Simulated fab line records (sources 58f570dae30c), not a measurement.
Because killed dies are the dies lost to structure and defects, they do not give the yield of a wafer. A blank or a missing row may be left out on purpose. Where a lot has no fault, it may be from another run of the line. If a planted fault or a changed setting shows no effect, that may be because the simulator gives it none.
A lot that was struck, set against a sound lot | flow berkeley_cmos170 | 16 out of 331 route steps
Sound: these wafers, L806.2, L806.4, L806.5. Wafers L798.1, L798.3, L798.5 were the ones struck. The cause is named last.
Per side, at each step with rows, come the tool, then ch with its chambers, and then its first start. Under that, the readings that differ: sound wafers | struck wafers | difference of the means | sigmas: that difference in standard deviations of wafers without a fault.
alike: words and numbers the same on both sides, and readings whose means are apart by under 2 such deviations; not compared: readings that were withheld, readings missing a value for some wafer, numbers with overlapping values and no deviation given by the record, and bounds like >300 which may hide the same value.
The two part at a step that has a row with sigmas, a row that says differs or no value, or rows on one side only. Non-overlapping numbers with no deviation appear without sigmas and do not part them. Lack of a reading on every wafer of one side parts them only where that side has two or more wafers.

first, 3 steps without rows for these wafers: UCB170_PWELL_EXPOSE_10 (exposes mask PWELL, target cd 3000 nm); UCB170_PWELL_PEB_11; UCB170_PWELL_DEVELOP_12 (develop time 45 s).
UCB170_PWELL_OVL_MEAS_13:
  sound on overlay-01 at day 6 02:56; struck on overlay-02 at day 4 15:22
  alike: PWELL_OVL
UCB170_PWELL_ETCH_14: etches Si3N4 in CH3F/Ar/O2, stops on SiO2, target depth 242 nm, time 151 s.
  sound on rie_diel-02 ch 0,1, day 6 02:58; struck on rie_diel-02 ch 1,3, day 4 15:23
  alike: drypump_motor_current_A, oes_product_au, throttle_valve_pct
  not compared: rf_hours_counter_h
after that, 1 step had no rows for these wafers: UCB170_PWELL_IMPLANT_15.
UCB170_PWELL_STRIP_16: strips in O2.
  sound on plasma_asher-01 ch 0,1, day 6 03:13; struck on plasma_asher-03 ch 0,1, day 4 15:39
  alike: drypump_motor_current_A, oes_product_au, strip_time_to_endpoint_s
  not compared: rf_hours_counter_h
UCB170_PWELL_TW_MEAS_17:
  sound on film_metro-04 at day 6 03:19; struck on film_metro-02 at day 4 15:45
  alike: PWELL_TW
then, 4 steps without rows for these wafers: UCB170_PWELL_CLEAN_18 (cleans in SPM, time 600 s); UCB170_PWELL_WET_ETCH_19 (etches Si3N4 in H3PO4, time 14400 s); UCB170_PWELL_WET_ETCH_20 (etches SiO2 in BOE, time 22 s); UCB170_WELLDRIVE_CLEAN_00 (cleans in SPM, time 600 s).
UCB170_WELLDRIVE_OXIDATION_01: target thk 199 nm, ox time 9000 s.
  sound on furnace-04 ch 0, day 6 09:28; struck on furnace-01 ch 0, day 5 04:25
  reading                 | sound    | struck   | difference | sigmas
  zone_power_load_pct (%) | 40 40 40 | 52 52 53 | +12        | +2
  alike: spike_tc_source_C, zone_power_centre_pct
UCB170_WELLDRIVE_THK_MEAS_02:
  sound on film_metro-03 at day 6 12:58; struck on film_metro-04 at day 5 07:55
  reading                  | sound       | struck      | difference | sigmas
  WELLDRIVE_OXIDE_THK (nm) | 200 198 197 | 305 309 303 | +107       | +35
then, 1 step without rows for these wafers: UCB170_WELLDRIVE_ANNEAL_03 (time 900 s).
UCB170_M3_PROBE_99:
  the record has rows for the sound wafers here (prober-02, day 10 15:25) and none for the struck ones

## WHERE THEY PART
Last at UCB170_M3_PROBE_99 as far as this record goes, first at UCB170_WELLDRIVE_OXIDATION_01.

WHY: what the simulator had put in
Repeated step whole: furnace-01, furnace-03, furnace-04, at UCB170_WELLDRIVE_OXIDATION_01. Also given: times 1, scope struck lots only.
